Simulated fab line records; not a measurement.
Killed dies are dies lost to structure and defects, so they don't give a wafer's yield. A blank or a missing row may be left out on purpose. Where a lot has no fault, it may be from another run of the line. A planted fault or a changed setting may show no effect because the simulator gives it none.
Which tool is to blame? | flow berkeley-cmos170 | 13 lots, 39 wafers sampled, at 5 steps of a route of 331

WHAT THE GAUGES READ, wafer by wafer
UCB170_SPACER_THK_MEAS_01.
lot  | measured     | on            | SPACER_TEOS_THK (nm)
L856 | day 7 13:01  | film-metro-01 | 376 385 381
L858 | day 7 13:17  | film-metro-03 | 375 365 376
L857 | day 7 13:33  | film-metro-02 | 387 388 386
L860 | day 7 22:07  | film-metro-01 | 378 375 382
L864 | day 8 16:50  | film-metro-01 | 374 376 379
L863 | day 8 17:14  | film-metro-01 | 379 745 376
L868 | day 10 04:13 | film-metro-03 | 370 376 375
L869 | day 10 13:13 | film-metro-02 | 371 380 382
L870 | day 10 13:42 | film-metro-03 | 381 379 380
L872 | day 11 01:58 | film-metro-01 | 372 379 384
L874 | day 11 02:30 | film-metro-03 | 370 379 378
L876 | day 11 21:36 | film-metro-03 | 368 367 379
L878 | day 12 05:14 | film-metro-03 | 377 380 379

UCB170_PSD_OVL_MEAS_07.
lot  | measured     | on         | PSD_OVL (nm)
L856 | day 7 20:22  | overlay-02 | -13 2 0
L858 | day 7 21:02  | overlay-01 | 5 7 5
L857 | day 7 20:51  | overlay-01 | 2 14 12
L860 | day 8 04:32  | overlay-01 | 1 14 11
L864 | day 8 23:18  | overlay-02 | 1 3 9
L863 | day 8 23:36  | overlay-01 | -7 -3
L868 | day 10 08:05 | overlay-01 | 5 8 5
L869 | day 10 21:24 | overlay-01 | 0 7 4
L870 | day 10 21:39 | overlay-01 | 10 9 -2
L872 | day 11 10:30 | overlay-01 | -6 -1 2
L874 | day 11 10:37 | overlay-02 | 1 -1 -1
L876 | day 12 04:46 | overlay-01 | -10 -4 3
L878 | day 12 10:53 | overlay-02 | -1 9 11

EACH LOT AND THE TOOL THAT RAN IT (in order: tool; ch and the chambers of the sampled wafers; start)
lot  | UCB170_GATE_ETCH_14                | UCB170_SPACER_CVD_00            | UCB170_SPACER_ETCHBACK_03
L856 | rie-diel-03 ch 0,2, day 7 08:35    | pecvd-04 ch 0,2, day 7 12:58    | rie-diel-04 ch 0,1,2, day 7 19:13
L858 | rie-diel-04 ch 0,1,3, day 7 08:42  | pecvd-03 ch 0,1,2, day 7 13:14  | rie-diel-01 ch 0,1,2, day 7 19:13
L857 | rie-diel-03 ch 1,2, day 7 08:49    | pecvd-04 ch 0,1,2, day 7 13:29  | rie-diel-02 ch 0,2,3, day 7 19:15
L860 | rie-diel-01 ch 0,2, day 7 17:22    | pecvd-01 ch 0,2, day 7 22:04    | rie-diel-01 ch 0,1,3, day 8 03:07
L864 | rie-diel-01 ch 1,2,3, day 8 12:17  | pecvd-01 ch 0,2, day 8 16:47    | rie-diel-01 ch 0,1,2, day 8 21:50
L863 | rie-diel-03 ch 1,2, day 8 12:26    | pecvd-04 ch 0,1,2, day 8 17:11  | rie-diel-04 ch 2,3, day 8 21:50
L868 | rie-diel-04 ch 1,2,3, day 10 00:05 | pecvd-01 ch 0,1, day 10 04:10   | rie-diel-04 ch 1,2, day 10 06:31
L869 | rie-diel-01 ch 2,3, day 10 08:44   | pecvd-01 ch 0,1,2, day 10 13:09 | rie-diel-01 ch 2,3, day 10 20:08
L870 | rie-diel-04 ch 0,2,3, day 10 09:15 | pecvd-01 ch 0,1, day 10 13:38   | rie-diel-04 ch 2,3, day 10 20:08
L872 | rie-diel-03 ch 2,3, day 10 21:06   | pecvd-01 ch 0,1,2, day 11 01:53 | rie-diel-02 ch 0,3, day 11 09:08
L874 | rie-diel-01 ch 2,3, day 10 21:22   | pecvd-01 ch 0,1, day 11 02:24   | rie-diel-04 ch 0,1, day 11 09:08
L876 | rie-diel-01 ch 1,2, day 11 16:17   | pecvd-04 ch 0,1,2, day 11 21:33 | rie-diel-02 ch 2,3, day 12 03:22
L878 | rie-diel-01 ch 1,3, day 12 01:01   | pecvd-03 ch 0,1,2, day 12 05:10 | rie-diel-04 ch 0,1,2, day 12 09:41
- UCB170_GATE_ETCH_14: etches BARC in N2/H2.
- UCB170_SPACER_CVD_00: deposits SiO2 from TEOS/O2, target thk 376 nm, time 47 s.
- UCB170_SPACER_ETCHBACK_03: etches SiO2 in CHF3/CF4/Ar, stops on Si, target depth 376 nm, time 100 s.

AS READ BY THE TOOLS THEMSELVES (means over the sampled wafers that have a number; for cases with no such wafer, the mark the record gives instead)
UCB170_GATE_ETCH_14.
lot  | tool        | drypump-motor-current-A (A) | oes-product-au (a.u.) | throttle-valve-pct (%)
L856 | rie-diel-03 | 6.0                         | 0.982                 | 13.32
L858 | rie-diel-04 | 5.7                         | 1.007                 | 13.48
L857 | rie-diel-03 | 5.2                         | 0.985                 | 13.44
L860 | rie-diel-01 | 5.7                         | 1.020                 | 13.16
L864 | rie-diel-01 | 5.5                         | 1.026                 | 13.21
L863 | rie-diel-03 | 5.2                         | 0.984                 | 13.45
L868 | rie-diel-04 | 5.8                         | 1.009                 | 13.41
L869 | rie-diel-01 | 5.4                         | 1.026                 | 13.16
L870 | rie-diel-04 | 5.8                         | 1.002                 | 13.35
L872 | rie-diel-03 | 5.6                         | 1.008                 | 13.53
L874 | rie-diel-01 | 5.4                         | 1.017                 | 13.16
L876 | rie-diel-01 | 5.7                         | 1.034                 | 13.24
L878 | rie-diel-01 | 5.5                         | 1.029                 | 13.26

UCB170_SPACER_CVD_00.
lot  | tool     | heater-power-w (W)
L856 | pecvd-04 | 197
L858 | pecvd-03 | 292
L857 | pecvd-04 | 251
L860 | pecvd-01 | 225
L864 | pecvd-01 | 239
L863 | pecvd-04 | 260
L868 | pecvd-01 | 211
L869 | pecvd-01 | 220
L870 | pecvd-01 | 243
L872 | pecvd-01 | 224
L874 | pecvd-01 | 217
L876 | pecvd-04 | 247
L878 | pecvd-03 | 280

UCB170_SPACER_ETCHBACK_03.
lot  | tool        | drypump-motor-current-A (A) | oes-product-au (a.u.) | throttle-valve-pct (%)
L856 | rie-diel-04 | 6.2                         | 0.903                 | 6.48
L858 | rie-diel-01 | 5.8                         | 0.912                 | 6.45
L857 | rie-diel-02 | 5.6                         | 0.910                 | 6.50
L860 | rie-diel-01 | 5.7                         | 0.921                 | 6.51
L864 | rie-diel-01 | 5.8                         | 0.913                 | 6.46
L863 | rie-diel-04 | 5.9                         | 0.928                 | 6.49
L868 | rie-diel-04 | 6.4                         | 0.894                 | 6.45
L869 | rie-diel-01 | 5.4                         | 0.919                 | 6.42
L870 | rie-diel-04 | 5.9                         | 0.906                 | 6.48
L872 | rie-diel-02 | 5.3                         | 0.883                 | 6.49
L874 | rie-diel-04 | 6.2                         | 0.905                 | 6.51
L876 | rie-diel-02 | 5.9                         | 0.893                 | 6.51
L878 | rie-diel-04 | 6.3                         | 0.907                 | 6.48

THE ANSWER, worked out from the rows above alone
Rule: the usual values come from the lots themselves. The widest of any qualifying gaps counts: lots, ordered by their means at a reading, are off when they make up no more than a third of the lots, leave a main group of 4 or more, and stand apart from it by 3 or more times the standard deviation of that group's means. If all means in a main group match to the digits the tables above print for the reading, that group is not used. A lot without any number at a reading at which 4 lots or more have one is off too. Where the step has rows for the other lots, those lots are counted as sound. First the gauges in route order, then the tools' own readings, where a lot's mean is used as printed above. The first step at which some lot is off is used, and at that step the reading that is off furthest; a lot without a number counts as furthest.
Off: L863, seen at UCB170_SPACER_THK_MEAS_01 (SPACER_TEOS_THK). The main group: mean 377 nm, standard deviation 4.1.
If a tool, at a process step before that reading, ran all the lots that are off and no sound lot after the first of them, it fits. Gauges at UCB170_SPACER_THK_MEAS_01: tried the same way as those tools. Of those tried, none fits.

WHAT HAD BEEN PUT IN BY THE SIMULATOR
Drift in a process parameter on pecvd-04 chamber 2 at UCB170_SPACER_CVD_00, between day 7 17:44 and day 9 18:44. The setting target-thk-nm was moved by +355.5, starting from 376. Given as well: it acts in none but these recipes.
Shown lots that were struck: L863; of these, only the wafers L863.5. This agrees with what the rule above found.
